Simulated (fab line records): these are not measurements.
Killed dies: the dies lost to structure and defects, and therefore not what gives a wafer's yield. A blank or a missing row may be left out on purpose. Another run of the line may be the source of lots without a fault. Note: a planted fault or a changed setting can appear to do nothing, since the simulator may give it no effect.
8D (eight disciplines) problem report, filled in by code    flow berkeley_cmos170    the parts of the form that need people (team, actions taken, sign-off) are left out

## 1. THE ISSUE
At UCB170_M2_STRIP_07, o2_flow_sccm averages 479.6 sccm over 6 wafers from 2 lots, while fault-free wafers read 400.0 sccm, standard deviation 1.8. Relative to the usual mean, that is a shift of +44 standard deviations.
The step: strips in O2.
First observed at day 11 08:48: wafer L902.3, on plasma_asher-03. At this step, 42 wafers from 14 lots have a number in the record. By rule, "out" or "out of limits" means more than 4 standard deviations away from the usual mean. All remaining wafers that have a number are taken as sound.

## 2. WHAT THIS IS AND IS NOT
question                     is                                      is not
which readings at this step  o2_flow_sccm, strip_time_to_endpoint_s  drypump_motor_current_A
which lots                   L901, L902                              L891, L892, L893, L894, L895, L896, L899, L907, L909, L911, L912, L913
which wafers of those lots   all that have a number                  -
read on which tools          plasma_asher-03                         plasma_asher-01, plasma_asher-02
when                         from day 11 08:48                       up to then (21 sound wafers); but 15 sound wafers of L907, L909, L911, L912, L913 came after

## 3. WHAT RULES OUT EACH SUSPECT
Counting: any tool at a process step up to the reading is kept as a suspect provided that every lot that is out went through it and no sound lot did after the first of them.
- cmp-01 at UCB170_V1_CMP_02 (polishes SiO2): ruled out as a lasting fault. After its first lot that is out, L902 (day 11 04:08), sound lots L907, L913 ran on it.
- plasma_asher-03 at UCB170_M2_STRIP_07 (strips in O2): kept. It ran every lot that is out, first L902 (day 11 08:48), and no sound lot after that; its last sound lot up to then is L894 (day 9 00:00). Its own o2_flow_sccm, strip_time_to_endpoint_s readings are out on those wafers.
Left after counting: plasma_asher-03 at UCB170_M2_STRIP_07.

## 4. THE CAUSE (what the simulator had put in)
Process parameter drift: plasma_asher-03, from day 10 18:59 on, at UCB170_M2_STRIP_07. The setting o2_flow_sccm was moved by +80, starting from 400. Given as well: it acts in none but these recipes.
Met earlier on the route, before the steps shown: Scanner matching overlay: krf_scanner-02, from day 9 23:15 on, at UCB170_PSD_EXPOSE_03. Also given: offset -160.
Counting left only this tool.

## 5. THE EFFECT CHAIN, in route order
Each row: a reading where the mean over the struck wafers with a number is more than 3 standard deviations away from the usual. Readings are gone through only where the record gives a usual standard deviation; hours: the median, over the lots, of the time from a lot's start at the first step in this table giving one to that lot's start at this step; sigmas: the change measured in usual standard deviations.
hours  step                reading                   usual       on struck wafers  change  sigmas
0      UCB170_M2_STRIP_07  o2_flow_sccm              400.0 sccm  479.6             +79.6   +44
0      UCB170_M2_STRIP_07  strip_time_to_endpoint_s  21.99 s     21.52             -0.46   -6.8
Process steps it contains:
- UCB170_M2_STRIP_07: strips in O2.

## 6. HOW IT WOULD HAVE BEEN CAUGHT EARLIER
In this record the first reading out of limits was taken at day 11 08:48, 14 hours after the fault began at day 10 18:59.
